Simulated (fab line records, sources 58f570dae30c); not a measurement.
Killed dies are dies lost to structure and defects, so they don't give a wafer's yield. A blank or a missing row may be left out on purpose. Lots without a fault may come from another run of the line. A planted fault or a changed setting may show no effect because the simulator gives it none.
Problem report in the 8D (eight disciplines) form, filled by code | flow berkeley_cmos170 | the parts of the form that need people (team, actions taken, sign-off) are left out

1. THE PROBLEM
M1_AL_RS at UCB170_M1_RS_MEAS_01 reads a mean of 0.0423 ohm/sq on 1 wafer of 1 lot; wafers without a fault read 0.0485 ohm/sq with a standard deviation of 0.00062. That is -10 standard deviations from the usual mean.
The step: measures by four-point-probe.
First seen on wafer L610.1, day 10 18:41, on film_metro-01. The record holds 39 wafers of 13 lots with a number at this step. Rule for "out", or "out of limits": more than 4 standard deviations from the usual mean. The other wafers with a number count as sound.

2. WHAT IT IS AND WHAT IT IS NOT
question                    | is                | is not
which readings at this step | M1_AL_RS          | -
which lots                  | L610              | L597, L598, L601, L602, L603, L604, L605, L606, L607, L609, L616, L618
which wafers of those lots  | L610.1            | L610.4, L610.6
read on which gauges        | film_metro-01     | film_metro-02, film_metro-03
when                        | from day 10 18:41 | up to then (32 sound wafers); but 6 sound wafers of L616, L618 came after

3. SUSPECTS, AND WHAT RULES EACH OUT
Counting: a tool at a process step up to the reading stays a suspect if it ran every lot that is out. Sound lots after the first of them don't rule it out here, since some wafers of a struck lot are sound.
- the gauge at UCB170_M1_RS_MEAS_01: ruled out. All the wafers that are out were read on film_metro-01, but those of them that UCB170_M1_METAL_ETCH_12 has rows for are out there too, on other tools.
- pvd_sputter-02 at UCB170_M1_SPUTTER_00 (material Al, target thk 600 nm, time 80 s): kept. It ran the lot that is out, L610 (day 10 18:38); its last sound lot up to then is L609 (day 10 03:29).
Left after counting: pvd_sputter-02 at UCB170_M1_SPUTTER_00.

4. THE CAUSE (what the simulator had put in)
Process parameter drift: pvd_sputter-02, from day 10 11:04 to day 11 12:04, at UCB170_M1_SPUTTER_00. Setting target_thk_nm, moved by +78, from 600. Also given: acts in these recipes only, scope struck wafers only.
Counting left only this tool.

5. THE CHAIN OF EFFECTS, in route order
Each row: a reading whose mean over the struck wafers that have a number lies more than 3 standard deviations from the usual. Only readings for which the record gives a usual standard deviation are gone through. hours: the time from each lot's start at the first step in this table that gives one to its start at this step, as a median over the lots. sigmas: the change in usual standard deviations.
hours | step                    | reading        | usual         | on struck wafers | change  | sigmas
0     | UCB170_M1_RS_MEAS_01    | M1_AL_RS       | 0.0485 ohm/sq | 0.0423           | -0.0062 | -10
0     | UCB170_M1_THK_MEAS_02   | M1_AL_THK      | 596 nm        | 686              | +90     | +11
2     | UCB170_M1_METAL_ETCH_12 | oes_product_au | 0.854 a.u.    | 0.915            | +0.061  | +6.2
The process steps in it:
- UCB170_M1_METAL_ETCH_12: etches Al in Cl2/BCl3, stops on PSG, target depth 780 nm, time 130 s.

6. WHAT WOULD HAVE CAUGHT IT SOONER
In this record the first reading out of limits at a measuring or inspecting step was taken at day 10 18:41, 8 hours after the fault began at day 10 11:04.
Of the tool readings at UCB170_M1_SPUTTER_00 for which the record gives a usual standard deviation, none was out on any struck wafer, so an alarm limit of 4 standard deviations on them would not have fired.
All the lots that are out (1) had begun UCB170_M1_SPUTTER_00 on pvd_sputter-02 by day 10 18:41. A hold on the tool at that time would have spared none of them.
